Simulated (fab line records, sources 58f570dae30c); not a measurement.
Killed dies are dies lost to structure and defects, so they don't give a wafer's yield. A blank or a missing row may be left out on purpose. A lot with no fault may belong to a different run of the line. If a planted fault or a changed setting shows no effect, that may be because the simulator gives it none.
What tool caused it? || flow berkeley_cmos170 || Sampling: 7 lots, 21 wafers, 2 of 331 route steps

WHAT THE GAUGES SHOWED, per wafer
UCB170_SDANNEAL_RS_MEAS_05: the measuring method here is four-point-probe.
{"lot": "L269", "measured": "day 8 14:17", "on": "film_metro-04", "NLDD_RS (ohm/sq)": "615.4 615.2 616.0"}
{"lot": "L270", "measured": "day 8 15:05", "on": "film_metro-04", "NLDD_RS (ohm/sq)": "614.2 615.5 615.9"}
{"lot": "L272", "measured": "day 9 12:17", "on": "film_metro-03", "NLDD_RS (ohm/sq)": "618.3 617.3 617.6"}
{"lot": "L278", "measured": "day 10 23:28", "on": "film_metro-04", "NLDD_RS (ohm/sq)": "539.6 540.0 539.1"}
{"lot": "L284", "measured": "day 12 08:30", "on": "film_metro-01", "NLDD_RS (ohm/sq)": "619.1 621.0 620.4"}
{"lot": "L287", "measured": "day 12 21:05", "on": "film_metro-03", "NLDD_RS (ohm/sq)": "616.6 616.1 616.2"}
{"lot": "L289", "measured": "day 13 06:53", "on": "film_metro-04", "NLDD_RS (ohm/sq)": "618.0 617.5 616.5"}

EACH LOT AND THE TOOL THAT RAN IT (in order: tool; ch and the chambers of the sampled wafers; start)
{"lot": "L269", "UCB170_NLDD_IMPLANT_09": "implanter-02 ch 0, day 7 23:49"}
{"lot": "L270", "UCB170_NLDD_IMPLANT_09": "implanter-04 ch 0, day 8 00:05"}
{"lot": "L272", "UCB170_NLDD_IMPLANT_09": "implanter-02 ch 0, day 8 18:05"}
{"lot": "L278", "UCB170_NLDD_IMPLANT_09": "implanter-03 ch 0, day 10 10:43"}
{"lot": "L284", "UCB170_NLDD_IMPLANT_09": "implanter-02 ch 0, day 11 20:19"}
{"lot": "L287", "UCB170_NLDD_IMPLANT_09": "implanter-02 ch 0, day 12 08:34"}
{"lot": "L289", "UCB170_NLDD_IMPLANT_09": "implanter-02 ch 0, day 12 18:04"}
- UCB170_NLDD_IMPLANT_09

THE ANSWER, worked out from the rows above alone
Rule: the lots themselves supply what counts as usual. The widest of any qualifying gaps counts: lots, ordered by their means at a reading, are off when they make up no more than a third of the lots, leave a main group of 4 or more, and stand apart from it by 3 or more times the standard deviation of that group's means. A main group whose means are all the same, to the digits that the tables above print for the reading, isn't used. A lot without any number at a reading at which 4 lots or more have one is off too. Any other lot the step has rows for is counted as sound.
Off: L278, seen at UCB170_SDANNEAL_RS_MEAS_05 (NLDD_RS). For the main group the mean is 617.0 ohm/sq and the standard deviation 1.7.
A tool fits if, at a process step before that reading, it ran every lot that is off, and no sound lot after the first of them. Gauges at UCB170_SDANNEAL_RS_MEAS_05: tried the same way as those tools. One fits: implanter-03 at UCB170_NLDD_IMPLANT_09. It ran no sound lot before its first lot that is off in this sample, so the start can't be narrowed down.

WHAT WAS PUT IN BY THE SIMULATOR
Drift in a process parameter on implanter-03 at UCB170_NLDD_IMPLANT_09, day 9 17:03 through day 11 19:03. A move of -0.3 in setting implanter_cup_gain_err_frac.
Struck lots among those shown: L278. The same result came from the rule above.
